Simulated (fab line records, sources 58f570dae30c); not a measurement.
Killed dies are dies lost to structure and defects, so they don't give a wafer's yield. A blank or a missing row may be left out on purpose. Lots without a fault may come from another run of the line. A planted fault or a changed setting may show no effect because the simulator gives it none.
Chamber matching | flow berkeley_cmos170 | UCB170_PWELL_ETCH_14 on rie_diel-01: 4 sister chambers
The step etches Si3N4 in CH3F/Ar/O2, stops on SiO2, target depth 242 nm, time 148.2 s. 14 wafers are shown with their chamber, then 7 later ones without.

WAFERS WITH THEIR CHAMBER
wafer  | chamber | drypump_motor_current_A (A) | throttle_valve_pct (%) | oes_product_au (a.u.)
L143.1 | 0       | 5.4                         | 8.11                   | 0.915
L143.2 | 3       | 6.2                         | 7.90                   | 0.932
L143.6 | 2       | 6.0                         | 8.25                   | 0.936
L146.3 | 2       | 6.0                         | 8.24                   | 0.945
L146.4 | 1       | 5.1                         | 8.04                   | 0.958
L146.6 | 2       | 6.0                         | 8.24                   | 0.946
L147.1 | 0       | 5.4                         | 8.14                   | 0.944
L147.4 | 2       | 6.0                         | 8.25                   | 0.948
L147.6 | 3       | 6.2                         | 7.89                   | 0.938
L153.1 | 2       | 6.0                         | 8.22                   | 0.935
L153.3 | 0       | 5.4                         | 8.12                   | 0.923
L153.6 | 2       | 6.1                         | 8.23                   | 0.939
L159.2 | 2       | 6.0                         | 8.22                   | 0.944
L159.4 | 0       | 5.4                         | 8.13                   | 0.929

SIGNATURES (means of the wafers above)
reading                 | chamber 0 | chamber 1 | chamber 2 | chamber 3 | scatter within a chamber
drypump_motor_current_A | 5.400     | 5.100     | 6.014     | 6.200     | 0.0293
throttle_valve_pct      | 8.1250    | 8.0400    | 8.2357    | 7.8950    | 0.0123
oes_product_au          | 0.92775   | 0.95800   | 0.94186   | 0.93500   | 0.00792
Rule: a wafer's distance from a chamber is the root of the sum, over the readings, of the square of ((its reading less the chamber's mean) divided by the reading's scatter). The wafer belongs to the nearest chamber; if the next one is less than 2 further off, it can't be placed. The scatter: the root of (the sum of the squares of (reading less its chamber's mean) over the shown wafers, divided by (wafers less chambers)).

WAFERS WITHOUT THEIR CHAMBER
wafer  | drypump_motor_current_A (A) | throttle_valve_pct (%) | oes_product_au (a.u.)
L159.5 | 6.0                         | 8.22                   | 0.930
L158.2 | 5.4                         | 8.13                   | 0.927
L158.3 | 6.2                         | 7.91                   | 0.928
L158.5 | 6.0                         | 8.22                   | 0.940
L162.1 | 6.2                         | 7.91                   | 0.937
L162.2 | 5.1                         | 8.04                   | 0.956
L162.6 | 5.1                         | 8.03                   | 0.957

WHICH CHAMBER EACH WENT THROUGH
wafer  | from the rows above | in truth
L159.5 | 2                   | 2
L158.2 | 0                   | 0
L158.3 | 3                   | 3
L158.5 | 2                   | 2
L162.1 | 3                   | 3
L162.2 | 1                   | 1
L162.6 | 1                   | 1
Placed correctly: 7 of 7. Can't be placed from these rows: 0. Placed wrongly: 0.
